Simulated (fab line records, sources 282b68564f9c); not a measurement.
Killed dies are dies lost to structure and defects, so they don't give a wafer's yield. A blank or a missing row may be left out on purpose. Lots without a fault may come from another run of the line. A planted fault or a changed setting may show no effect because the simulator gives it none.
fab line records | flow rit_cmos
record lots=13 wafers=39 last_day=7
route steps=202 shown ACTIVE@2 NSD@141 CONTACT@181 M1@201
lots that met no fault: from a run of the same line without faults
start_h: hours from the record's first day to the start of the lot's first wafer shown | wait_h: hours since the lot's step before | " the same as in the row above | L1.1+2: a row that stands for several wafers | - no value, or no start given | * or withheld: withheld | < > ~ a bound
route shown NAME@n: a module of which the file shows steps, and the number in the route of the first | usual: mean/standard deviation of fault-free wafers | same: alike in all rows | chamber/n: place in a boat | sites: the reading at each site | _std_site: their standard deviation | _edge_site: outer sites' mean less inner sites' | radius_mm: how far each site lies from the wafer's centre | mask NAME#n: copy n | behind: the tool/chamber that last shaped the wafer | hold: why the lot was held/for how many hours/how that ended | device: the transistor (n, p or np) that didn't switch | end of line: the same wafers' tests at the end of the route | a step without rows: its recipe alone | killed: dies lost to structure and defects at the first sort, not the wafer's yield | map: a wafer's dies, x killed, . not, _ none there
set.NAME: the setting as run; set.NAME@STEP: as run at that earlier step | model.NAME: the simulator's own value behind a step, which no gauge read
steps of the route over a sample of lots; a table a step, a row a wafer
services: from which hour (start_h, from the record's first day; less than 0 if before it) a tool's chamber was out of use, for how many hours, and why
## steps
# step RIT_ACTIVE_OXIDATION_01
# recipe temp_c=1000 ambient=O2 target_thk_a=468 ox_time_s=3360
# same ox_time_s=3360
# columns lot.wafer tool chamber start_h wait_h
L872.2+4+6 furnace-02 0 10.12 0.1
L873.1+3+5 furnace-02 0 15.83 0.8
L876.2+3+5 furnace-04 0 30.12 0.1
L877.2+3+5 furnace-02 0 35.12 0.1
L878.2+5+6 furnace-01 0 40.12 0.1
L879.3+4+6 furnace-04 0 45.12 0.1
L880.1+2+6 furnace-01 0 50.12 0.1
L881.3+4+6 furnace-01 0 55.16 0.1
L882.3+4+5 furnace-01 0 60.12 0.1
L883.1+3+5 furnace-04 0 65.12 0.1
L885.3+4+5 furnace-02 0 75.12 0.1
L890.3+4+5 furnace-02 0 100.30 0.2
L894.1+2+4 furnace-01 0 121.11 1.1
# step RIT_ACTIVE_THK_MEAS_02
# recipe reads=SiO2_of_ACTIVE_OXIDATION_01
# usual ACTIVE_OXIDE_THK=46.8/1.1
# columns lot.wafer tool chamber start_h wait_h ACTIVE_OXIDE_THK[nm]
L872.2 film_metro-04 - 12.06 0.0 48.0
L872.4 " - " " 48.5
L872.6 " - " " 47.9
L873.1 film_metro-04 - 17.77 0.0 47.2
L873.3 " - " " 47.2
L873.5 " - " " 47.5
L876.2 film_metro-02 - 32.06 0.0 44.8
L876.3 " - " " 45.5
L876.5 " - " " 45.9
L877.2 film_metro-02 - 37.06 0.0 48.8
L877.3 " - " " 48.9
L877.5 " - " " 48.1
L878.2 film_metro-03 - 42.06 0.0 46.8
L878.5 " - " " 46.5
L878.6 " - " " 46.4
L879.3 film_metro-03 - 47.07 0.0 45.7
L879.4 " - " " 45.7
L879.6 " - " " 45.5
L880.1 film_metro-03 - 52.05 0.0 46.1
L880.2 " - " " 46.8
L880.6 " - " " 46.4
L881.3 film_metro-02 - 57.11 0.0 46.2
L881.4 " - " " 45.7
L881.6 " - " " 46.4
L882.3 film_metro-02 - 62.07 0.0 47.4
L882.4 " - " " 47.5
L882.5 " - " " 48.2
L883.1 film_metro-03 - 67.05 0.0 47.0
L883.3 " - " " 47.3
L883.5 " - " " 47.1
L885.3 film_metro-04 - 77.07 0.0 46.4
L885.4 " - " " 47.7
L885.5 " - " " 46.1
L890.3 film_metro-03 - 102.25 0.0 38.5
L890.4 " - " " 38.0
L890.5 " - " " 38.9
L894.1 film_metro-03 - 123.04 0.0 47.7
L894.2 " - " " 47.9
L894.4 " - " " 47.5
# step RIT_NSD_TW_MEAS_10
# usual NSD_TW=3173/28
# columns lot.wafer tool chamber start_h wait_h NSD_TW
L872.2 film_metro-03 - 48.75 0.1 3205
L872.4 " - " " 3209
L872.6 " - " " 3228
L873.1 film_metro-03 - 53.19 0.1 3194
L873.3 " - " " 3181
L873.5 " - " " 3203
L876.2 film_metro-03 - 68.45 0.1 3211
L876.3 " - " " 3196
L876.5 " - " " 3204
L877.2 film_metro-03 - 73.85 0.1 3179
L877.3 " - " " 3193
L877.5 " - " " 3183
L878.2 film_metro-02 - 77.60 0.1 3155
L878.5 " - " " 3148
L878.6 " - " " 3156
L879.3 film_metro-03 - 81.61 0.1 3179
L879.4 " - " " 3176
L879.6 " - " " 3186
L880.1 film_metro-03 - 88.77 0.1 3161
L880.2 " - " " 3171
L880.6 " - " " 3180
L881.3 film_metro-04 - 95.37 0.1 3158
L881.4 " - " " 3161
L881.6 " - " " 3153
L882.3 film_metro-04 - 102.92 0.1 3148
L882.4 " - " " 3156
L882.5 " - " " 3178
L883.1 film_metro-02 - 103.12 0.1 3134
L883.3 " - " " 3137
L883.5 " - " " 3139
L885.3 film_metro-02 - 115.47 0.1 3120
L885.4 " - " " 3119
L885.5 " - " " 3147
L890.3 film_metro-03 - 138.80 0.1 3220
L890.4 " - " " 3217
L890.5 " - " " 3217
L894.1 film_metro-04 - 158.63 0.1 3167
L894.2 " - " " 3164
L894.4 " - " " 3177
# step RIT_CONTACT_CD_MEAS_90
# recipe target_cd_nm=1000
# usual cd_nm=1000.1/2.3
# columns lot.wafer tool chamber start_h wait_h cd_nm
L872.2 cd_sem-01 - 53.67 0.1 1000.0
L872.4 " - " " 998.7
L872.6 " - " " 998.9
L873.1 cd_sem-02 - 58.13 0.1 998.4
L873.3 " - " " 997.9
L873.5 " - " " 999.5
L876.2 cd_sem-02 - 73.36 0.1 1000.3
L876.3 " - " " 1000.4
L876.5 " - " " 998.9
L877.2 cd_sem-02 - 78.69 0.1 1001.5
L877.3 " - " " 1002.9
L877.5 " - " " 1003.2
L878.2 cd_sem-02 - 82.58 0.1 995.5
L878.5 " - " " 995.9
L878.6 " - " " 999.1
L879.3 cd_sem-02 - 86.50 0.1 996.7
L879.4 " - " " 998.8
L879.6 " - " " 998.5
L880.1 cd_sem-02 - 93.59 0.1 995.4
L880.2 " - " " 995.8
L880.6 " - " " 994.9
L881.3 cd_sem-02 - 100.64 0.1 999.9
L881.4 " - " " 997.7
L881.6 " - " " 999.1
L882.3 cd_sem-01 - 108.05 0.1 1000.1
L882.4 " - " " 1001.8
L882.5 " - " " 1000.8
L883.1 cd_sem-02 - 108.28 0.1 1000.2
L883.3 " - " " 1000.0
L883.5 " - " " 998.6
L885.3 cd_sem-02 - 120.59 0.1 1001.4
L885.4 " - " " 1000.3
L885.5 " - " " 1000.9
L890.3 cd_sem-02 - 143.80 0.1 1004.1
L890.4 " - " " 1003.1
L890.5 " - " " 1001.1
L894.1 cd_sem-02 - 163.49 0.1 1000.5
L894.2 " - " " 1000.2
L894.4 " - " " 1000.5
# step RIT_M1_BOW_MEAS_16
# recipe mode=bow
# usual M1_BOW=16/6.9
# columns lot.wafer tool chamber start_h wait_h M1_BOW[um]
L872.2 film_metro-02 - 58.59 0.0 10
L872.4 " - " " 12
L872.6 " - " " 23
L873.1 film_metro-03 - 62.92 0.0 21
L873.3 " - " " 23
L873.5 " - " " 12
L876.2 film_metro-04 - 78.57 0.0 13
L876.3 " - " " 19
L876.5 " - " " 17
L877.2 film_metro-03 - 83.61 0.0 7
L877.3 " - " " 13
L877.5 " - " " 19
L878.2 film_metro-02 - 87.09 0.0 9
L878.5 " - " " 15
L878.6 " - " " 9
L879.3 film_metro-02 - 90.86 0.0 12
L879.4 " - " " 17
L879.6 " - " " 26
L880.1 film_metro-03 - 98.12 0.0 18
L880.2 " - " " 5
L880.6 " - " " 23
L881.3 film_metro-03 - 105.02 0.0 18
L881.4 " - " " 8
L881.6 " - " " 8
L882.3 film_metro-04 - 112.79 0.0 11
L882.4 " - " " 23
L882.5 " - " " 14
L883.1 film_metro-04 - 113.37 0.0 17
L883.3 " - " " 10
L883.5 " - " " 16
L885.3 film_metro-03 - 124.97 0.0 16
L885.4 " - " " 15
L885.5 " - " " 23
L890.3 film_metro-04 - 148.31 0.0 13
L890.4 " - " " 32
L890.5 " - " " 24
L894.1 film_metro-03 - 168.03 0.0 20
L894.2 " - " " 23
L894.4 " - " " 17
## services
# columns tool chamber start_h hours kind
furnace-01 - 4.59 4.0 pm
furnace-04 - 72.60 4.2 pm
## key
first_sign step=RIT_ACTIVE_THK_MEAS_02 reading=ACTIVE_OXIDE_THK direction=down sigmas=7.6 usual=46.8 struck=38.4
effect none on later readings
met_at RIT_ACTIVE_OXIDATION_01
struck_lots L890
tester_left_out L890
not_acting_at RIT_NSD_TW_MEAS_10,RIT_CONTACT_CD_MEAS_90,RIT_M1_BOW_MEAS_16
onset_between 75.12 100.30
fault kind=process_parameter_drift tool=furnace-02 chamber=- onset_h=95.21 steps=RIT_ACTIVE_OXIDATION_01 channel=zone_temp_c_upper offset=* shape=step end_h=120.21
# tester_left_out: of these lots the tester's yield and bins aren't shown, on N5 and GAA mostly nor the transistor test; their killed dies are dies lost to structure and defects alone, not to doping, threshold or leakage, so they don't give the yield
